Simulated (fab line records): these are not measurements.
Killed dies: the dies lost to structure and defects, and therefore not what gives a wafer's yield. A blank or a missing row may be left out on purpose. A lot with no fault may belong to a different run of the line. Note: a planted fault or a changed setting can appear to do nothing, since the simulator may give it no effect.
A lot that was struck, set against a sound lot | flow berkeleyCmos170 | 14 steps out of a route of 331
Sound: the wafers L333.2, L333.4, L333.6. Wafers struck: L341.3, L341.5, L341.6. Last of all comes the cause.
Per side, at each step with rows, come the tool, then ch with its chambers, and then its first start. Under that, the readings that differ: sound wafers | struck wafers | difference of the means | sigmas: that difference in standard deviations of wafers without a fault.
alike: readings whose means differ by less than 2 such deviations, and words and numbers that are the same on both sides. not compared: withheld readings, readings that some wafer has no value for, bounds like >300 that may hide the same value, and numbers for which the record gives no deviation and whose values overlap.
The two part at a step that has a row with sigmas, a row that says differs or no value, or rows on one side only. Numbers that have no deviation but don't overlap get no sigmas and don't part them. A reading missing from all wafers of one side parts the sides only when that side holds two or more wafers.

UCB170_CONTACT_THK_MEAS_02:
  struck on filmMetro-03, day 10 01:32; sound on filmMetro-03, day 7 10:16
  alike: CONTACT_PSG_THK
then, 3 steps without rows for these wafers: UCB170_CONTACT_HMDS_03 (prime time 60 s); UCB170_CONTACT_COAT_04 (resist thk 900 nm); UCB170_CONTACT_SOFTBAKE_05 (time 60 s).
UCB170_CONTACT_STRIP_06: strips in O2.
  sound on plasmaAsher-03 ch 0,1, day 7 10:46; struck on plasmaAsher-01 ch 0,1, day 10 02:31
  alike: drypumpMotorCurrentA, oesProductAu, stripTimeToEndpointS
  not compared: rfHoursCounterH
then, 1 step without rows for these wafers: UCB170_CONTACT_CLEAN_07 (cleans in SPM, time 600 s).
UCB170_CONTACT_RTA_08: time 10 s.
  sound on rtpAnneal-01 ch 0, day 7 11:02; struck on rtpAnneal-02 ch 0, day 10 08:48
  alike: lampPowerPct, wafer_temp_C_max
then, 5 steps without rows for these wafers: UCB170_CONTACT_COAT_09; UCB170_CONTACT_COAT_10 (resist thk 900 nm); UCB170_CONTACT_SOFTBAKE_11 (time 60 s); UCB170_CONTACT_EXPOSE_12 (exposes mask CONT, target cd 700 nm); UCB170_CONTACT_PEB_13.
UCB170_CONTACT_DEVELOP_14: develop time 45 s.
  struck on lithoTrack-03, day 10 09:00; sound on lithoTrack-01 ch 0, day 7 11:00
  no value came back on the struck wafers for chillPlateTempC (C), developTimeS (s); on the sound wafers chillPlateTempC (C) reads 22.98 23.01 22.99
reading                                 | sound             | struck            | difference | sigmas
model.KrF_of_CONTACT_COAT_10.thkNm (nm) | 886.9 888.5 886.7 | 899.4 900.4 900.1 | +12.6      | 
UCB170_CONTACT_CD_MEAS_15: the cd target is 700 nm.
  struck on cdSem-02, day 10 10:04; sound on cdSem-02, day 7 12:05
reading   | sound             | struck | difference                    | sigmas
cdNm (nm) | 698.7 698.8 698.7 | - - -  | no value on the struck wafers | 

== WHERE THEY PART ==
Earliest at UCB170_CONTACT_DEVELOP_14; latest, in this record, at UCB170_CONTACT_CD_MEAS_15.

WHY: whatever the simulator had introduced
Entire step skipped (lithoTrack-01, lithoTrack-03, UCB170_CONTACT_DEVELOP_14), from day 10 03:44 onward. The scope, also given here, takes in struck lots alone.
